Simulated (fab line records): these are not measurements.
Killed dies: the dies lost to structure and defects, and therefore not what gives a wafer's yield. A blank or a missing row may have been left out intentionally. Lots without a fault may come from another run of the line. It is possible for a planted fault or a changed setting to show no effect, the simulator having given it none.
Comparing a struck lot with a sound one || flow rit cmos || 15 steps out of a route of 202
Sound: the wafers L476.2, L476.3, L476.5. The struck wafers were L487.1, L487.5, L487.6. Last of all comes the cause.
Each step with rows lists, per side, the tool, then ch with its chambers, then its first start. Under that, the readings that differ: sound wafers || struck wafers || difference of the means || sigmas: that difference in standard deviations of wafers without a fault.
alike: a reading whose means differ by less than 2 such deviations, as well as words and numbers matching on both sides. not compared: withheld readings; readings where some wafer has no value; bounds like >300 that might hide an equal value; numbers whose values overlap and for which the record gives no deviation.
Wherever a step has rows on one side only, a row that says differs or no value, or a row with sigmas, the two part there. Numbers that don't overlap but have no deviation are shown without sigmas and don't part them. A reading missing from all wafers of one side parts the sides only when that side holds two or more wafers.

first, 4 steps without rows for these wafers: RIT_NWELL_SOFTBAKE_02 (time 60 s); RIT_NWELL_EXPOSE_03 (exposes mask M2, target cd 43900 nm); RIT_NWELL_PEB_04; RIT_NWELL_DEVELOP_05 (develop time 68 s).
RIT_NWELL_OVL_MEAS_06:
  sound on overlay-01, day 2 14:05; struck on overlay-01, day 4 20:49
  alike: NWELL_OVL
then, 2 steps without rows for these wafers: RIT_NWELL_HARDBAKE_07 (time 120 s); RIT_NWELL_IMPLANT_08.
RIT_NWELL_STRIP_09: strips in O2, time 180 s.
  sound on plasma asher-03 ch 0,1, day 2 14:31; struck on plasma asher-01 ch 0,1, day 4 21:15
  alike: drypump motor current A
  not compared: rf hours counter h
RIT_NWELL_TW_MEAS_10:
  sound on film metro-04, day 2 14:42; struck on film metro-03, day 4 21:25
  alike: NWELL_TW
then, 2 steps without rows for these wafers: RIT_PWELL_HMDS_00 (prime time 60 s); RIT_PWELL_COAT_01 (resist thk 1300 nm).
RIT_PWELL_SOFTBAKE_02: time 61.68 s.
  sound on litho track-04 ch 0, day 2 15:04; struck on litho track-01 ch 0, day 4 21:47
  alike: plate sensor t centre C, plate sensor t edge C
RIT_PWELL_EXPOSE_03: exposes mask M3, target cd 43700 nm.
  sound on iline stepper-01 ch 0, day 2 15:13; struck on iline stepper-02 ch 0, day 4 21:56
{"reading": "mask", "sound": "M3#0 M3#0 M3#0", "struck": "M3_R1#0 M3_R1#0 M3_R1#0", "difference": "differs", "sigmas": ""}
then, 1 step without rows for these wafers: RIT_PWELL_PEB_04.
RIT_M1_PROBE_99:
  sound on prober-01, day 4 05:31; struck on prober-01, day 6 15:23
{"reading": "model.etest.well edge left.line ohm um", "sound": "184.7 185.1 183.4", "struck": "188.3 187.6 188.8", "difference": "+3.8", "sigmas": ""}
{"reading": "model.etest.well edge right.line ohm um", "sound": "185.2 183.9 181.2", "struck": "187.4 186.9 187.3", "difference": "+3.8", "sigmas": ""}
  alike: killed at front end, killed dies, killed open, killed short

WHERE THEY PART
Only at RIT_PWELL_EXPOSE_03, within this record. Later steps at which nothing parts them and some readings are alike: RIT_M1_PROBE_99.

WHY: the cause the simulator had injected
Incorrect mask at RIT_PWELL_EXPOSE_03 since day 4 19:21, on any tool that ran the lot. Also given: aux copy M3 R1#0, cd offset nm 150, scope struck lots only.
